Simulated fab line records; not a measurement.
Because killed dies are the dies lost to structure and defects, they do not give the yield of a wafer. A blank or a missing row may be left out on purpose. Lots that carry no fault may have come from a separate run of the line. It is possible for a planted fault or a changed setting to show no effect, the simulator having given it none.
fab line records ; flow rit_cmos
[record] lots = 15; wafers = 45; last_day = 8
route steps=202 shown ACTIVE@8 FOX1@21 PRETRO@70 CONTACT@169 M1@202
lots untouched by any fault: they come from a run of this same line in which no faults occurred
start_h: the number of hours between the record's first day and the start of the first shown wafer of the lot ; wait_h: hours from the lot's prior step to this one ; " as in the row above ; L1.1+2: one row covering several wafers at once ; - value missing, or start not given ; * or withheld: withheld ; < > ~ a bound
route shown NAME@n: names a module that has steps shown in the file, with the first one's number in the route ; usual: mean/standard deviation taken from wafers without a fault ; same: alike in all rows ; chamber/n: place in a boat ; sites: the reading at each site ; _std_site: standard deviation across them ; _edge_site: outer sites' mean less inner sites' ; radius_mm: how far each site lies from the wafer's centre ; mask NAME#n: copy n ; behind: the tool/chamber that last shaped the wafer ; hold: what put the lot on hold/how long, in hours/how the hold closed ; device: whichever transistor did not switch (one of n, p or np) ; end of line: the route-end tests of the same wafers ; a step with no rows: only its recipe ; killed: at the first sort, the dies lost to defects and structure; wafer yield is something else ; map: a wafer's dies, x killed, . not, _ none there
set.NAME: the run value of the setting; set.NAME@STEP: its run value at that earlier step ; model.NAME: the simulator's own value behind a step, which no gauge read
a sample of lots followed through the steps of the route, with each step as a table and each wafer as a row
[[steps]]
[step RIT_ACTIVE_SOFTBAKE_07]
[recipe] resist = NOVOLAK; temp_c = 90; time_s = 60
[usual] heater_power_total_W = 34.56/0.048; plate_temp_C = 90.00/0.12; resist_line_temp_C = 23.00/0.12
lot.wafer;tool;chamber;start_h;wait_h;heater_power_total_W;plate_temp_C;resist_line_temp_C
L628.4;litho_track-04;0;17.41;0.1;34.61;89.83;23.02
L628.5;litho_track-04;0;17.41;0.1;34.53;89.73;22.97
L628.6;litho_track-04;0;17.41;0.1;34.61;89.84;22.92
L630.3;litho_track-01;0;24.08;0.1;34.49;90.05;22.77
L630.5;litho_track-01;0;24.08;0.1;34.54;90.10;22.85
L630.6;litho_track-01;0;24.08;0.1;34.54;89.88;23.01
L631.2;litho_track-04;0;28.91;0.1;34.55;90.11;23.06
L631.3;litho_track-04;0;28.91;0.1;34.53;90.03;23.00
L631.6;litho_track-04;0;28.91;0.1;34.56;90.14;23.00
L634.3;litho_track-01;0;44.05;0.1;34.61;90.03;23.18
L634.4;litho_track-01;0;44.05;0.1;34.60;89.99;23.08
L634.5;litho_track-01;0;44.05;0.1;34.56;90.02;23.09
L635.2;litho_track-03;0;48.91;0.1;34.46;90.07;23.09
L635.5;litho_track-03;0;48.91;0.1;34.48;90.08;23.12
L635.6;litho_track-03;0;48.91;0.1;34.50;90.24;22.98
L636.1;litho_track-04;0;54.61;0.1;34.57;90.14;22.86
L636.5;litho_track-04;0;54.61;0.1;34.53;89.90;23.02
L636.6;litho_track-04;0;54.61;0.1;34.59;89.95;23.00
L637.3;litho_track-03;0;58.94;0.1;34.53;90.09;22.91
L637.4;litho_track-03;0;58.94;0.1;34.55;90.07;22.94
L637.5;litho_track-03;0;58.94;0.1;34.51;89.96;22.84
L639.2;litho_track-01;0;68.92;0.1;34.56;89.99;22.89
L639.5;litho_track-01;0;68.92;0.1;34.53;90.02;22.79
L639.6;litho_track-01;0;68.92;0.1;34.58;89.91;22.88
L640.3;litho_track-01;0;75.00;0.1;34.50;90.00;23.06
L640.5;litho_track-01;0;75.00;0.1;34.53;90.04;22.94
L640.6;litho_track-01;0;75.00;0.1;34.53;90.04;23.04
L641.4;litho_track-01;0;79.59;0.1;35.29;91.44;23.28
L641.5;litho_track-01;0;79.59;0.1;35.32;91.43;23.13
L641.6;litho_track-01;0;79.59;0.1;35.30;91.25;23.12
L643.1;litho_track-03;0;88.93;0.1;34.57;89.88;22.91
L643.2;litho_track-03;0;88.93;0.1;34.62;90.07;23.14
L643.5;litho_track-03;0;88.93;0.1;34.60;89.96;22.97
L644.3;litho_track-01;0;95.75;0.1;35.31;91.39;23.13
L644.4;litho_track-01;0;95.75;0.1;35.20;91.30;22.91
L644.5;litho_track-01;0;95.75;0.1;35.38;91.36;23.12
L645.3;litho_track-01;0;101.01;0.1;35.30;91.07;22.92
L645.4;litho_track-01;0;101.01;0.1;35.25;91.20;22.79
L645.6;litho_track-01;0;101.01;0.1;35.31;91.13;22.87
L650.1;litho_track-03;0;124.05;0.1;34.58;89.76;23.06
L650.4;litho_track-03;0;124.05;0.1;34.59;90.02;23.33
L650.5;litho_track-03;0;124.05;0.1;34.55;89.91;23.25
L651.2;litho_track-04;0;129.90;0.1;34.56;89.97;22.87
L651.3;litho_track-04;0;129.90;0.1;34.57;89.87;22.88
L651.4;litho_track-04;0;129.90;0.1;34.56;89.96;23.06
[step RIT_FOX1_THK_MEAS_01]
[recipe] reads = SiO2_of_FOX1_OXIDATION_00
[usual] FOX1_OXIDE_THK = 352/6.8
lot.wafer;tool;chamber;start_h;wait_h;FOX1_OXIDE_THK[nm]
L628.4;film_metro-02;-;20.29;0.0;352
L628.5;film_metro-02;-;20.29;0.0;349
L628.6;film_metro-02;-;20.29;0.0;348
L630.3;film_metro-03;-;27.12;0.0;360
L630.5;film_metro-03;-;27.12;0.0;351
L630.6;film_metro-03;-;27.12;0.0;357
L631.2;film_metro-01;-;33.46;0.0;350
L631.3;film_metro-01;-;33.46;0.0;350
L631.6;film_metro-01;-;33.46;0.0;351
L634.3;film_metro-01;-;48.22;0.0;337
L634.4;film_metro-01;-;48.22;0.0;340
L634.5;film_metro-01;-;48.22;0.0;342
L635.2;film_metro-03;-;53.55;0.0;355
L635.5;film_metro-03;-;53.55;0.0;350
L635.6;film_metro-03;-;53.55;0.0;357
L636.1;film_metro-03;-;58.37;0.0;361
L636.5;film_metro-03;-;58.37;0.0;354
L636.6;film_metro-03;-;58.37;0.0;355
L637.3;film_metro-03;-;62.53;0.0;346
L637.4;film_metro-03;-;62.53;0.0;346
L637.5;film_metro-03;-;62.53;0.0;353
L639.2;film_metro-02;-;74.34;0.0;341
L639.5;film_metro-02;-;74.34;0.0;345
L639.6;film_metro-02;-;74.34;0.0;346
L640.3;film_metro-03;-;78.23;0.0;345
L640.5;film_metro-03;-;78.23;0.0;345
L640.6;film_metro-03;-;78.23;0.0;345
L641.4;film_metro-02;-;83.40;0.0;357
L641.5;film_metro-02;-;83.40;0.0;358
L641.6;film_metro-02;-;83.40;0.0;356
L643.1;film_metro-02;-;92.77;0.0;356
L643.2;film_metro-02;-;92.77;0.0;353
L643.5;film_metro-02;-;92.77;0.0;355
L644.3;film_metro-01;-;98.70;0.0;357
L644.4;film_metro-01;-;98.70;0.0;359
L644.5;film_metro-01;-;98.70;0.0;355
L645.3;film_metro-03;-;104.84;0.0;353
L645.4;film_metro-03;-;104.84;0.0;357
L645.6;film_metro-03;-;104.84;0.0;356
L650.1;film_metro-02;-;129.36;0.0;350
L650.4;film_metro-02;-;129.36;0.0;344
L650.5;film_metro-02;-;129.36;0.0;342
L651.2;film_metro-03;-;135.25;0.0;342
L651.3;film_metro-03;-;135.25;0.0;344
L651.4;film_metro-03;-;135.25;0.0;341
[step RIT_PRETRO_OVL_MEAS_06]
[usual] PRETRO_OVL = 0.3/1.3
lot.wafer;tool;chamber;start_h;wait_h;PRETRO_OVL[nm]
L628.4;overlay-02;-;34.99;-;-0.8
L628.5;overlay-02;-;34.99;-;-0.1
L628.6;overlay-02;-;34.99;-;-1.3
L630.3;overlay-01;-;41.36;-;0.8
L630.5;overlay-01;-;41.36;-;0.2
L630.6;overlay-01;-;41.36;-;0.0
L631.2;overlay-02;-;46.91;-;-3.3
L631.3;overlay-02;-;46.91;-;-3.0
L631.6;overlay-02;-;46.91;-;-1.6
L634.3;overlay-02;-;62.75;-;0.0
L634.4;overlay-02;-;62.75;-;1.6
L634.5;overlay-02;-;62.75;-;-0.6
L635.2;overlay-02;-;67.73;-;0.4
L635.5;overlay-02;-;67.73;-;0.2
L635.6;overlay-02;-;67.73;-;0.1
L636.1;overlay-01;-;72.90;-;-0.6
L636.5;overlay-01;-;72.90;-;-1.2
L636.6;overlay-01;-;72.90;-;0.0
L637.3;overlay-01;-;76.09;-;1.8
L637.4;overlay-01;-;76.09;-;1.2
L637.5;overlay-01;-;76.09;-;-0.9
L639.2;overlay-01;-;88.12;-;-0.3
L639.5;overlay-01;-;88.12;-;1.5
L639.6;overlay-01;-;88.12;-;-0.2
L640.3;overlay-02;-;93.31;-;1.3
L640.5;overlay-02;-;93.31;-;2.5
L640.6;overlay-02;-;93.31;-;3.9
L641.4;overlay-02;-;96.98;-;0.5
L641.5;overlay-02;-;96.98;-;-0.3
L641.6;overlay-02;-;96.98;-;0.7
L643.1;overlay-02;-;107.69;-;1.1
L643.2;overlay-02;-;107.69;-;0.4
L643.5;overlay-02;-;107.69;-;1.8
L644.3;overlay-02;-;112.71;-;-1.0
L644.4;overlay-02;-;112.71;-;-1.3
L644.5;overlay-02;-;112.71;-;1.3
L645.3;overlay-01;-;119.12;-;0.2
L645.4;overlay-01;-;119.12;-;-0.2
L645.6;overlay-01;-;119.12;-;-0.5
L650.1;overlay-02;-;147.36;-;0.5
L650.4;overlay-02;-;147.36;-;0.7
L650.5;overlay-02;-;147.36;-;0.8
L651.2;overlay-02;-;165.08;-;-0.1
L651.3;overlay-02;-;165.08;-;0.5
L651.4;overlay-02;-;165.08;-;0.3
[step RIT_CONTACT_THK_MEAS_01]
[recipe] reads = SiO2_of_CONTACT_CVD_00
[usual] CONTACT_TEOS_THK = 401/5
lot.wafer;tool;chamber;start_h;wait_h;CONTACT_TEOS_THK[nm]
L628.4;film_metro-01;-;55.21;0.0;404
L628.5;film_metro-01;-;55.21;0.0;408
L628.6;film_metro-01;-;55.21;0.0;405
L630.3;film_metro-01;-;62.44;0.0;394
L630.5;film_metro-01;-;62.44;0.0;404
L630.6;film_metro-01;-;62.44;0.0;401
L631.2;film_metro-01;-;67.82;0.0;403
L631.3;film_metro-01;-;67.82;0.0;396
L631.6;film_metro-01;-;67.82;0.0;404
L634.3;film_metro-04;-;83.38;0.0;399
L634.4;film_metro-04;-;83.38;0.0;406
L634.5;film_metro-04;-;83.38;0.0;405
L635.2;film_metro-01;-;90.21;0.0;396
L635.5;film_metro-01;-;90.21;0.0;403
L635.6;film_metro-01;-;90.21;0.0;404
L636.1;film_metro-04;-;92.59;0.0;395
L636.5;film_metro-04;-;92.59;0.0;402
L636.6;film_metro-04;-;92.59;0.0;406
L637.3;film_metro-03;-;95.94;0.0;400
L637.4;film_metro-03;-;95.94;0.0;405
L637.5;film_metro-03;-;95.94;0.0;407
L639.2;film_metro-04;-;111.93;0.0;398
L639.5;film_metro-04;-;111.93;0.0;403
L639.6;film_metro-04;-;111.93;0.0;413
L640.3;film_metro-01;-;114.98;0.0;405
L640.5;film_metro-01;-;114.98;0.0;400
L640.6;film_metro-01;-;114.98;0.0;410
L641.4;film_metro-03;-;117.14;0.0;397
L641.5;film_metro-03;-;117.14;0.0;394
L641.6;film_metro-03;-;117.14;0.0;399
L643.1;film_metro-04;-;127.81;0.0;397
L643.2;film_metro-04;-;127.81;0.0;394
L643.5;film_metro-04;-;127.81;0.0;402
L644.3;film_metro-04;-;134.66;0.0;394
L644.4;film_metro-04;-;134.66;0.0;402
L644.5;film_metro-04;-;134.66;0.0;401
L645.3;film_metro-01;-;148.17;0.0;403
L645.4;film_metro-01;-;148.17;0.0;412
L645.6;film_metro-01;-;148.17;0.0;407
L650.1;film_metro-01;-;184.87;0.0;394
L650.4;film_metro-01;-;184.87;0.0;402
L650.5;film_metro-01;-;184.87;0.0;404
L651.2;film_metro-04;-;193.75;0.0;398
L651.3;film_metro-04;-;193.75;0.0;385
L651.4;film_metro-04;-;193.75;0.0;393
[step RIT_M1_PROBE_99]
[usual] killed_at_contacts = 0.1/0.25; killed_at_front_end = 7/3.3; killed_dies = 7/3.2; killed_open = 3.6/2.2; killed_short = 3.5/2
[same] gross_dies = 264; killed_at_M0_to_M3 = 0; killed_at_M4_up = 0; killed_at_back_side = 0; killed_at_other = 0
lot.wafer;tool;chamber;start_h;wait_h;killed_at_contacts;killed_at_front_end;killed_dies;killed_open;killed_short
L628.4;prober-02;-;61.60;0.2;0;8;8;6;2
L628.5;prober-02;-;61.65;0.2;0;8;8;4;4
L628.6;prober-02;-;61.70;0.2;0;8;8;5;3
L630.3;prober-02;-;69.03;0.2;0;9;9;4;5
L630.5;prober-02;-;69.13;0.2;0;14;14;6;8
L630.6;prober-02;-;69.18;0.2;0;5;5;3;2
L631.2;prober-01;-;74.08;0.1;0;4;4;1;3
L631.3;prober-01;-;74.13;0.2;0;5;5;3;2
L631.6;prober-01;-;74.28;0.2;0;7;7;3;4
L634.3;prober-02;-;90.00;0.2;0;4;4;4;0
L634.4;prober-02;-;90.05;0.2;0;8;8;4;4
L634.5;prober-02;-;90.10;0.2;1;6;7;3;4
L635.2;prober-01;-;96.81;0.1;0;10;10;5;5
L635.5;prober-01;-;96.96;0.2;0;6;6;3;3
L635.6;prober-01;-;97.01;0.2;0;3;3;1;2
L636.1;prober-02;-;99.35;0.1;0;6;6;1;5
L636.5;prober-02;-;99.55;0.2;0;6;6;2;4
L636.6;prober-02;-;99.60;0.2;0;2;2;1;1
L637.3;prober-01;-;102.38;0.2;0;9;9;4;5
L637.4;prober-01;-;102.43;0.2;1;8;9;3;6
L637.5;prober-01;-;102.48;0.2;1;9;10;5;5
L639.2;prober-01;-;118.30;0.1;1;2;3;2;1
L639.5;prober-01;-;118.45;0.2;0;5;5;3;2
L639.6;prober-01;-;118.50;0.2;1;6;7;3;4
L640.3;prober-02;-;121.55;0.2;0;2;2;0;2
L640.5;prober-02;-;121.65;0.2;0;5;5;2;3
L640.6;prober-02;-;121.70;0.2;0;5;5;1;4
L641.4;prober-01;-;123.50;0.2;0;8;8;4;4
L641.5;prober-01;-;123.55;0.2;0;2;2;0;2
L641.6;prober-01;-;123.60;0.2;0;14;14;7;7
L643.1;prober-01;-;134.00;0.1;0;12;12;9;3
L643.2;prober-01;-;134.05;0.1;0;7;7;5;2
L643.5;prober-01;-;134.20;0.2;0;7;7;4;3
L644.3;prober-02;-;140.94;0.2;0;6;6;3;3
L644.4;prober-02;-;140.99;0.2;0;7;7;2;5
L644.5;prober-02;-;141.04;0.2;0;4;4;2;2
L645.3;prober-01;-;154.86;0.2;0;9;9;4;5
L645.4;prober-01;-;154.91;0.2;0;9;9;6;3
L645.6;prober-01;-;155.01;0.2;0;11;11;6;5
L650.1;prober-02;-;191.34;0.1;0;10;10;6;3
L650.4;prober-02;-;191.49;0.2;0;5;5;2;3
L650.5;prober-02;-;191.54;0.2;0;8;8;3;5
L651.2;prober-01;-;200.67;0.1;0;6;6;3;3
L651.3;prober-01;-;200.72;0.2;0;7;7;5;2
L651.4;prober-01;-;200.77;0.2;0;7;7;3;4
// killed by level:class
L628.4 FOX2:geometric_particle:open=3 SPACER:geometric_particle:open=2 FOX1:geometric_particle:short=1 FOX1:geometric_particle:open=1 FOX2:geometric_particle:short=1
L628.5 REOX:geometric_particle:short=2 REOX:geometric_particle:open=2 FOX2:geometric_particle:short=1 GATE:geometric_particle:short=1 SPACER:geometric_particle:open=1 SILICIDE:geometric_particle:open=1
L628.6 FOX2:geometric_particle:short=2 GATE:geometric_particle:open=2 FOX2:geometric_particle:open=1 GATE:geometric_particle:short=1 REOX:geometric_particle:open=1 SPACER:geometric_particle:open=1
L630.3 GATE:geometric_particle:short=4 GATE:geometric_particle:open=2 FOX1:geometric_particle:open=1 FOX2:geometric_particle:short=1 SPACER:geometric_particle:open=1
L630.5 GATE:geometric_particle:open=4 SPACER:geometric_particle:short=3 REOX:geometric_particle:short=2 SILICIDE:geometric_particle:open=2 FOX1:geometric_particle:short=1 GATE:geometric_particle:short=1 SILICIDE:geometric_particle:short=1
L630.6 REOX:geometric_particle:open=2 REOX:geometric_particle:short=2 SILICIDE:geometric_particle:open=1
L631.2 REOX:geometric_particle:short=2 GATE:geometric_particle:short=1 GATE:geometric_particle:open=1
L631.3 SILICIDE:geometric_particle:open=2 FOX1:geometric_particle:open=1 GATE:geometric_particle:short=1 SILICIDE:geometric_particle:short=1
L631.6 GATE:geometric_particle:short=2 FOX1:geometric_particle:short=1 GATE:geometric_particle:open=1 REOX:geometric_particle:short=1 REOX:geometric_particle:open=1 SILICIDE:geometric_particle:open=1
L634.3 GATE:geometric_particle:open=2 FOX1:geometric_particle:open=1 REOX:geometric_particle:open=1
L634.4 FOX1:geometric_particle:short=2 GATE:geometric_particle:open=2 GATE:geometric_particle:short=1 REOX:geometric_particle:short=1 REOX:geometric_particle:open=1 SILICIDE:geometric_particle:open=1
L634.5 REOX:geometric_particle:open=2 GATE:geometric_particle:open=1 GATE:geometric_particle:short=1 REOX:geometric_particle:short=1 SILICIDE:geometric_particle:short=1 CONTACT:geometric_particle:short=1
L635.2 GATE:geometric_particle:open=2 GATE:geometric_particle:short=2 REOX:geometric_particle:open=2 FOX1:geometric_particle:short=1 REOX:geometric_particle:short=1 SPACER:geometric_particle:open=1 SILICIDE:geometric_particle:short=1
L635.5 GATE:geometric_particle:short=3 GATE:geometric_particle:open=2 SPACER:geometric_particle:open=1
L635.6 GATE:geometric_particle:short=1 GATE:geometric_particle:open=1 SILICIDE:geometric_particle:short=1
L636.1 GATE:geometric_particle:short=3 FOX1:geometric_particle:short=1 REOX:geometric_particle:short=1 SILICIDE:geometric_particle:open=1
L636.5 GATE:geometric_particle:short=4 FOX2:geometric_particle:open=1 SPACER:geometric_particle:open=1
L636.6 REOX:geometric_particle:short=1 SILICIDE:geometric_particle:open=1
L637.3 GATE:geometric_particle:short=2 SPACER:geometric_particle:open=2 FOX1:geometric_particle:short=1 FOX1:geometric_particle:open=1 GATE:geometric_particle:open=1 REOX:geometric_particle:short=1 SPACER:geometric_particle:short=1
L637.4 FOX1:geometric_particle:open=2 FOX1:geometric_particle:short=1 FOX2:geometric_particle:short=1 GATE:geometric_particle:short=1 SPACER:geometric_particle:short=1 SILICIDE:geometric_particle:open=1 SILICIDE:geometric_particle:short=1 CONTACT:geometric_particle:short=1
L637.5 SPACER:geometric_particle:open=2 FOX2:geometric_particle:short=1 GATE:geometric_particle:short=1 GATE:geometric_particle:open=1 REOX:geometric_particle:short=1 SPACER:geometric_particle:short=1 SILICIDE:geometric_particle:open=1 SILICIDE:geometric_particle:short=1
L639.2 GATE:geometric_particle:open=1 SILICIDE:geometric_particle:open=1 CONTACT:geometric_particle:short=1
L639.5 REOX:geometric_particle:open=2 FOX1:geometric_particle:short=1 FOX2:geometric_particle:open=1 REOX:geometric_particle:short=1
L639.6 REOX:geometric_particle:short=2 FOX2:geometric_particle:open=1 GATE:geometric_particle:short=1 GATE:geometric_particle:open=1 SPACER:geometric_particle:short=1 CONTACT:geometric_particle:open=1
L640.3 GATE:geometric_particle:short=2
L640.5 GATE:geometric_particle:short=2 FOX1:geometric_particle:short=1 FOX1:geometric_particle:open=1 GATE:geometric_particle:open=1
L640.6 GATE:geometric_particle:short=2 FOX2:geometric_particle:open=1 SPACER:geometric_particle:short=1 REOX:geometric_particle:short=1
L641.4 FOX1:geometric_particle:open=2 GATE:geometric_particle:short=2 FOX1:geometric_particle:short=1 FOX2:geometric_particle:short=1 REOX:geometric_particle:open=1 SPACER:geometric_particle:open=1
L641.5 FOX1:geometric_particle:short=1 SILICIDE:geometric_particle:short=1
L641.6 GATE:geometric_particle:open=5 GATE:geometric_particle:short=4 REOX:geometric_particle:short=2 FOX1:geometric_particle:short=1 REOX:geometric_particle:open=1 SPACER:geometric_particle:open=1
L643.1 SPACER:geometric_particle:open=5 GATE:geometric_particle:short=3 GATE:geometric_particle:open=2 REOX:geometric_particle:open=1 SILICIDE:geometric_particle:open=1
L643.2 FOX2:geometric_particle:open=1 GATE:geometric_particle:open=1 REOX:geometric_particle:open=1 SPACER:geometric_particle:open=1 SPACER:geometric_particle:short=1 SILICIDE:geometric_particle:short=1 SILICIDE:geometric_particle:open=1
L643.5 GATE:geometric_particle:open=3 SPACER:geometric_particle:short=2 REOX:geometric_particle:short=1 SPACER:geometric_particle:open=1
L644.3 FOX1:geometric_particle:short=1 FOX1:geometric_particle:open=1 FOX2:geometric_particle:open=1 GATE:geometric_particle:open=1 GATE:geometric_particle:short=1 REOX:geometric_particle:short=1
L644.4 SPACER:geometric_particle:short=3 FOX1:geometric_particle:short=1 GATE:geometric_particle:open=1 REOX:geometric_particle:short=1 SILICIDE:geometric_particle:open=1
L644.5 FOX1:geometric_particle:open=1 GATE:geometric_particle:open=1 REOX:geometric_particle:short=1 SILICIDE:geometric_particle:short=1
L645.3 GATE:geometric_particle:short=2 SILICIDE:geometric_particle:short=2 SILICIDE:geometric_particle:open=2 FOX1:geometric_particle:short=1 GATE:geometric_particle:open=1 SPACER:geometric_particle:open=1
L645.4 GATE:geometric_particle:open=6 GATE:geometric_particle:short=3
L645.6 GATE:geometric_particle:open=4 SPACER:geometric_particle:short=3 SPACER:geometric_particle:open=2 FOX2:geometric_particle:short=1 REOX:geometric_particle:short=1
L650.1 GATE:geometric_particle:open=4 GATE:geometric_particle:short=2 FOX1:geometric_particle:short=1 REOX:geometric_particle:open=1 SPACER:geometric_particle:open=1 NWELL:coat_microbubble_printed=1
L650.4 FOX2:geometric_particle:open=2 GATE:geometric_particle:short=2 REOX:geometric_particle:short=1
L650.5 GATE:geometric_particle:short=2 FOX1:geometric_particle:open=1 FOX1:geometric_particle:short=1 FOX2:geometric_particle:short=1 REOX:geometric_particle:short=1 REOX:geometric_particle:open=1 SILICIDE:geometric_particle:open=1
L651.2 FOX2:geometric_particle:open=1 GATE:geometric_particle:open=1 GATE:geometric_particle:short=1 REOX:geometric_particle:short=1 REOX:geometric_particle:open=1 SPACER:geometric_particle:short=1
L651.3 GATE:geometric_particle:open=3 SILICIDE:geometric_particle:open=2 FOX2:geometric_particle:short=1 GATE:geometric_particle:short=1
L651.4 FOX1:geometric_particle:open=1 FOX1:geometric_particle:short=1 FOX2:geometric_particle:short=1 FOX2:geometric_particle:open=1 GATE:geometric_particle:short=1 GATE:geometric_particle:open=1 REOX:geometric_particle:short=1
[[key]]
[first_sign] step = RIT_ACTIVE_SOFTBAKE_07; reading = heater_power_total_W; direction = up; sigmas = 15; usual = 34.56; struck = 35.30
[effect] step = RIT_ACTIVE_SOFTBAKE_07; reading = plate_temp_C; direction = up; sigmas = 11; usual = *; struck = *
met_at RIT_ACTIVE_SOFTBAKE_07
struck_lots L641,L644,L645
tester_left_out L641,L644,L645
not_acting_at RIT_FOX1_THK_MEAS_01,RIT_PRETRO_OVL_MEAS_06,RIT_CONTACT_THK_MEAS_01
onset_between 75.00 79.59
[fault] kind = process_parameter_drift; tool = litho_track-01; chamber = -; onset_h = 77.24; steps = RIT_ACTIVE_SOFTBAKE_07; channel = temp_c; offset = *; shape = step; end_h = 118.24; acts_in = *; stated = *
// tester_left_out: of these lots the tester's yield and bins aren't shown, on N5 and GAA mostly nor the transistor test; their killed dies are dies lost to structure and defects alone, not to doping, threshold or leakage, so they don't give the yield
